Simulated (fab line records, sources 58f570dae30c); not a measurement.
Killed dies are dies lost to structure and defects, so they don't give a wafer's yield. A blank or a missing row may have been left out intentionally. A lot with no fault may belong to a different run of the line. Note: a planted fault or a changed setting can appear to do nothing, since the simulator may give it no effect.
Problem report, 8D (eight disciplines) form, completed by code / flow berkeley cmos170 / the parts of the form that need people (team, actions taken, sign-off) are left out

1. THE PROBLEM
At UCB170_M2_METAL_ETCH_18, oes product au averages 0.760 a.u. over 6 wafers from 2 lots, while fault-free wafers read 0.858 a.u., standard deviation 0.0081. Measured from the usual mean, that is -12 standard deviations.
The step: etches Al in Cl2/BCl3, stops on SiO2, target depth 1170 nm, time 195 s.
Earliest sighting: wafer L210.3 on rie metal-04 at day 11 06:41. The record has a number at this step for 42 wafers belonging to 14 lots. Rule for "out", or "out of limits": more than 4 standard deviations from the usual mean. Any other wafer with a number is counted as sound.

2. WHAT IT IS AND WHAT IT IS NOT
question=which readings at this step | is=oes product au | is not=drypump motor current A, throttle valve pct
question=which lots | is=L210, L212 | is not=L200, L201, L202, L203, L204, L206, L207, L208, L219, L221, L222, L223
question=which wafers of those lots | is=all that have a number | is not=-
question=read on which tools | is=rie metal-04 | is not=rie metal-01, rie metal-03
question=when | is=from day 11 06:41 | is not=up to then (24 sound wafers); but 12 sound wafers of L219, L221, L222, L223 came after

3. WHAT RULES OUT EACH SUSPECT
Counting: a tool stays on the suspect list if, at a process step up to the reading, it processed all lots that are out and no sound lot following the first of them.
- plasma asher-03 at UCB170_CONTACT_STRIP_06 (strips in O2): ruled out as a lasting fault. The sound lots L223 went through it after L210, its earliest lot that is out (day 10 17:04).
- rie metal-04 at UCB170_M2_METAL_ETCH_18 (etches Al in Cl2/BCl3, stops on SiO2, target depth 1170 nm, time 195 s): ruled out as a lasting fault. The sound lots L222 went through it after L210, its earliest lot that is out (day 11 06:41).
Left after counting: nothing in the record.

4. THE CAUSE (what the simulator had put in)
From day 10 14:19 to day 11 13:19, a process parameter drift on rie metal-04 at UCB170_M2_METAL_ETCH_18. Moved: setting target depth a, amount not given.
Counting ruled it out, wrongly.

5. SEQUENCE OF EFFECTS, ordered by route
Rows list readings where the struck wafers' mean (over those with a number) sits beyond 3 standard deviations from the usual. Only readings whose record carries a usual standard deviation are examined. hours: median over the lots of the time between each lot's start at the first step of this table that gives one and its start at this step. sigmas: the change, counted in usual standard deviations.
hours=0; step=UCB170_M2_METAL_ETCH_18; reading=oes product au; usual=0.858 a.u.; on struck wafers=0.760; change=-0.098; sigmas=-12
hours=0; step=UCB170_M2_STRIP_19; reading=oes product au; usual=0.551 a.u.; on struck wafers=0.361; change=-0.190; sigmas=-11
It contains these process steps:
- UCB170_M2_METAL_ETCH_18: etches Al in Cl2/BCl3, stops on SiO2, target depth 1170 nm, time 195 s.
- UCB170_M2_STRIP_19: strips in O2.
Later measuring or inspecting steps at which every struck wafer that the step has a row for has a number for every such reading, and none has moved that far: UCB170_M2_CD_MEAS_90.

6. HOW IT WOULD HAVE BEEN CAUGHT EARLIER
The fault began at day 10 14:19; the first out-of-limits reading in this record came at day 11 06:41, 16 hours later.
